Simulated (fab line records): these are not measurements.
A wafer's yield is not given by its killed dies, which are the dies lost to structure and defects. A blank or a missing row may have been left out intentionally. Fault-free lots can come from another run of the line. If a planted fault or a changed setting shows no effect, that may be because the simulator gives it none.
Split-lot experiment ; flow berkeley-cmos170 ; 5 lots, 23 wafers read, on a route of 331 steps

== THE SPLIT ==
At UCB170_START_OXIDATION_02 (target thk 20 nm, ox time 1800 s), the setting ox-time-s was moved away from the recipe's 1800 s on 15 of the 23 wafers read, by -12.1% to +11.6%. All remaining wafers had this setting at the recipe value.

No step appears in the file between the split and the reading.

== THE READING ==
START_OXIDE_THK, in nm, at UCB170_START_THK_MEAS_03. On this fab line, fault-free wafers typically give 20.02 nm with a standard deviation of 0.28 nm.

wafer;tool, chamber at the split;ox-time-s as run, s;against the recipe;START_OXIDE_THK, nm;against lot-mates on the recipe
L074.1;-, -;1800;recipe;20.30;-
L074.2;-, -;1800;recipe;19.91;-
L074.4;-, -;1800;recipe;19.73;-
L074.5;-, -;1800;recipe;20.01;-
L074.6;-, -;1800;recipe;20.11;-
L075.1;furnace-01, 0;1800;recipe;19.78;-
L075.3;furnace-01, 0;1800;recipe;19.94;-
L075.6;furnace-01, 0;1800;recipe;19.81;-
L078.1;-, -;1582;-12.1%;18.18;no lot-mate on the recipe
L078.3;-, -;1582;-12.1%;18.13;no lot-mate on the recipe
L078.4;-, -;1582;-12.1%;18.19;no lot-mate on the recipe
L078.5;-, -;1582;-12.1%;18.34;no lot-mate on the recipe
L078.6;-, -;1582;-12.1%;17.90;no lot-mate on the recipe
L079.1;-, -;2008;+11.6%;21.90;no lot-mate on the recipe
L079.2;-, -;2008;+11.6%;21.73;no lot-mate on the recipe
L079.4;-, -;2008;+11.6%;21.90;no lot-mate on the recipe
L079.5;-, -;2008;+11.6%;21.81;no lot-mate on the recipe
L079.6;-, -;2008;+11.6%;21.66;no lot-mate on the recipe
L081.2;-, -;1967;+9.3%;21.56;no lot-mate on the recipe
L081.3;-, -;1967;+9.3%;21.55;no lot-mate on the recipe
L081.4;-, -;1967;+9.3%;21.47;no lot-mate on the recipe
L081.5;-, -;1967;+9.3%;21.43;no lot-mate on the recipe
L081.6;-, -;1967;+9.3%;21.22;no lot-mate on the recipe

FIT RESULTS
A straight line over all 23 wafers: START_OXIDE_THK changes by +0.155 nm for each +1% of ox-time-s; r = +0.99; the points scatter about the line by 0.15 nm.
Too few moved wafers have a lot-mate on the recipe to fit a line with each lot's own level taken away.

== THE WHOLE CHAIN: every reading that the file lists as answering this split, in the file's order ==
step;what it does;reading;change (the file's fit);r (the file's)
UCB170_START_OXIDATION_02;target thk 20 nm, ox time 1800 s;SiO2_of_START_OXIDATION_02.thk-nm (the simulator's own value, which no gauge read);+0.155 nm for each +1% of the setting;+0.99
UCB170_START_THK_MEAS_03;;START_OXIDE_THK;+0.155 for each +1% of the setting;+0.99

== FILE'S OWN FIT ==
START_OXIDE_THK changes by +0.155 nm for each +1% of ox-time-s, r = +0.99.
